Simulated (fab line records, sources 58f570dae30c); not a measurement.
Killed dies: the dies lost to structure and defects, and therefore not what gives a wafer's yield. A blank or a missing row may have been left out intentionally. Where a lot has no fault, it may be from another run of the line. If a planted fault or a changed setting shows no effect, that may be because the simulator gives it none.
Which of the tools did it?    flow berkeleyCmos170    14 lots (42 wafers sampled), 1 step of a 331-step route

WHAT THE GAUGES SHOWED, per wafer
UCB170_ACTIVE_THK_MEAS_06.
lot   measured      on            ACTIVE_NITRIDE_THK (nm)
L744  day 5 07:00   filmMetro-04  219.6 218.7 219.7
L746  day 6 01:24   filmMetro-03  215.3 218.3 216.5
L747  day 6 01:24   filmMetro-04  222.1 223.2 222.0
L749  day 6 09:14   filmMetro-04  219.5 219.7 218.7
L748  day 6 09:14   filmMetro-01  225.0 223.0 223.9
L750  day 6 16:15   filmMetro-04  222.0 218.4 220.4
L752  day 6 16:16   filmMetro-01  222.3 220.8 222.6
L754  day 7 04:10   filmMetro-04  215.6 217.3 215.3
L753  day 7 10:50   filmMetro-01  222.7 222.7 220.6
L755  day 7 10:51   filmMetro-04  221.2 221.1 220.1
L758  day 7 22:28   filmMetro-01  219.5 220.5 221.9
L763  day 9 12:58   filmMetro-01  217.9 217.3 219.0
L764  day 10 02:29  filmMetro-03  223.8 221.8 224.2
L766  day 10 02:29  filmMetro-01  218.6 217.2 219.4

EACH LOT AND THE TOOL THAT RAN IT (in order: tool; ch and the chambers of the sampled wafers; start)
Record: no process step prior to these readings.

WHAT THE TOOLS THEMSELVES READ (means of the sampled wafers that have a number; where no wafer has one, the mark that the record gives instead)
The record holds no such reading with a usual standard deviation.

THE ANSWER, worked out from the rows above alone
Rule: the lots themselves supply what counts as usual. The widest of any qualifying gaps counts: lots, ordered by their means at a reading, are off when they make up no more than a third of the lots, leave a main group of 4 or more, and stand apart from it by 3 or more times the standard deviation of that group's means. The tables above print the reading to a certain number of digits; a main group whose means all agree to those digits is not used. A lot without any number at a reading at which 4 lots or more have one is off too. The other lots that the step has rows for count as sound. First the gauges in route order, then the tools' own readings, where a lot's mean is used as printed above. At the first step where some lot is off, the reading lying furthest off is the one used; lots without a number count as furthest.
Nothing can be told from this: no lot is off at any reading shown.

WHAT HAD BEEN PUT IN BY THE SIMULATOR
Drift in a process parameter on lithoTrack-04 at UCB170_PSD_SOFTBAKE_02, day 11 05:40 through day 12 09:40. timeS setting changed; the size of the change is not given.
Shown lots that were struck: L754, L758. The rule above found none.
